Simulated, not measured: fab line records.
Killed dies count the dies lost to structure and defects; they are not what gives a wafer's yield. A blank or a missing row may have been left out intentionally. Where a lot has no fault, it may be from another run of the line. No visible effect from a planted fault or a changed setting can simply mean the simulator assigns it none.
Struck lot and sound lot, side by side :: flow berkeleyCmos170 :: 27 steps out of a route of 331
Sound: the wafers L552.1, L552.4, L552.6. Struck: wafers L553.1, L553.2, L553.4. The cause comes at the end.
Per side, at each step with rows, come the tool, then ch with its chambers, and then its first start. Under that, the readings that differ: sound wafers :: struck wafers :: difference of the means :: sigmas: that difference in standard deviations of wafers without a fault.
alike: same words and numbers on both sides, and readings whose means sit less than 2 such deviations apart. not compared: any withheld reading, any reading some wafer has no value for, any bound like >300 that may hide the same value, and any number with overlapping values for which the record gives no deviation.
Wherever a step has rows on one side only, a row that says differs or no value, or a row with sigmas, the two part there. When numbers do not overlap yet have no deviation, they are printed without sigmas and do not part them. A reading that every wafer of one side lacks parts them only if that side has two wafers or more.

first, 1 step without rows for these wafers: UCB170_SILICIDE_PRE_CLEAN_00 (preclean etch time 60 s).
UCB170_SILICIDE_SPUTTER_01: material Ti, target thk 30 nm, time 25 s.
  sound on pvdSputter-02, day 10 05:35; struck on pvdSputter-04, day 10 05:35
  alike: throttleValvePct
UCB170_SILICIDE_RS_MEAS_02: measures by four-point-probe.
  sound on filmMetro-04, day 10 05:37; struck on filmMetro-03, day 10 05:37
  alike: SILICIDE_TI_RS
UCB170_SILICIDE_THK_MEAS_03: measures by xrf.
  sound on filmMetro-04, day 10 05:44; struck on filmMetro-03, day 10 05:44
  alike: SILICIDE_TI_THK
UCB170_SILICIDE_RTA_04: time 15 s.
  sound on rtpAnneal-02 ch 0, day 10 05:48; struck on rtpAnneal-01 ch 0, day 10 05:47
  alike: chamberO2Ppm, lampPowerPct, wafer_temp_C_max
then, 3 steps without rows for these wafers: UCB170_SILICIDE_WET_ETCH_05 (etches Ti in SPM, time 45 s); UCB170_CONTACT_CLEAN_00 (cleans in SPM, time 600 s); UCB170_CONTACT_CVD_01 (deposits PSG from SiH4/O2/PH3, target thk 700 nm, time 2820 s).
UCB170_CONTACT_THK_MEAS_02:
  sound on filmMetro-01, day 10 08:09; struck on filmMetro-03, day 10 08:09
  alike: CONTACT_PSG_THK
then, 3 steps without rows for these wafers: UCB170_CONTACT_HMDS_03 (prime time 60 s); UCB170_CONTACT_COAT_04 (resist thk 900 nm); UCB170_CONTACT_SOFTBAKE_05 (time 60 s).
UCB170_CONTACT_STRIP_06: strips in O2.
  sound on plasmaAsher-02 ch 0,1, day 10 08:43; struck on plasmaAsher-04 ch 0,1, day 10 08:40
  no value came back on the struck wafers for chamberPressureMTorr (mTorr), drypumpMotorCurrentA (A), oesProductAu (a.u.), stripTimeToEndpointS (s); on the sound wafers chamberPressureMTorr (mTorr) reads 3502 3500 3500
reading: model.KrF_of_CONTACT_COAT_04.thkNm (nm)
sound: 0 0 0
struck: 902 900.6 900.5
difference: +901
sigmas: 
  not compared: rfHoursCounterH
then, 1 step without rows for these wafers: UCB170_CONTACT_CLEAN_07 (cleans in SPM, time 600 s).
UCB170_CONTACT_RTA_08: time 10 s.
  sound on rtpAnneal-02 ch 0, day 10 09:07; struck on rtpAnneal-01 ch 0, day 10 08:56
  alike: chamberO2Ppm, lampPowerPct, wafer_temp_C_max
then, 6 steps without rows for these wafers: UCB170_CONTACT_COAT_09; UCB170_CONTACT_COAT_10 (resist thk 900 nm); UCB170_CONTACT_SOFTBAKE_11 (time 60 s); UCB170_CONTACT_EXPOSE_12 (exposes mask CONT, target cd 700 nm); UCB170_CONTACT_PEB_13; UCB170_CONTACT_DEVELOP_14 (develop time 45 s).
UCB170_CONTACT_CD_MEAS_15: target cd 700 nm.
  sound on cdSem-02, day 10 10:10; struck on cdSem-01, day 10 10:07
  alike: cdNm
UCB170_CONTACT_OVL_MEAS_16:
  sound on overlay-02, day 10 10:17; struck on overlay-01, day 10 10:14
  alike: CONTACT_OVL
UCB170_CONTACT_ETCH_17: etches BARC in N2/H2.
  sound on rieDiel-04 ch 0,2, day 10 10:20; struck on rieDiel-03 ch 0,2,3, day 10 10:16
  alike: drypumpMotorCurrentA, oesProductAu, throttleValvePct
UCB170_CONTACT_ETCH_18: etches PSG in CHF3/CF4/Ar, stops on TiSi2, target depth 840 nm, time 195 s.
  sound on rieDiel-04 ch 0,2; struck on rieDiel-03 ch 0,2,3
  alike: drypumpMotorCurrentA, oesProductAu, throttleValvePct
  not compared: rfHoursCounterH
UCB170_CONTACT_STRIP_19: strips in O2.
  sound on plasmaAsher-03 ch 0,1, day 10 10:30; struck on plasmaAsher-04 ch 0,1, day 10 10:26
reading: oesProductAu (a.u.)
sound: 0.723 0.724 0.728
struck: 0.746 0.734 0.736
difference: +0.014
sigmas: +3
  alike: chamberPressureMTorr, drypumpMotorCurrentA
  not compared: rfHoursCounterH
UCB170_CONTACT_CD_MEAS_90: target cd 700 nm.
  sound on cdSem-02, day 10 10:39; struck on cdSem-01, day 10 10:36
  alike: cdNm

## WHERE THEY PART
Last at UCB170_CONTACT_STRIP_19 as far as this record goes, first at UCB170_CONTACT_STRIP_06. Later steps at which nothing parts them and some readings are alike: UCB170_CONTACT_CD_MEAS_90.

WHY: what the simulator had put in
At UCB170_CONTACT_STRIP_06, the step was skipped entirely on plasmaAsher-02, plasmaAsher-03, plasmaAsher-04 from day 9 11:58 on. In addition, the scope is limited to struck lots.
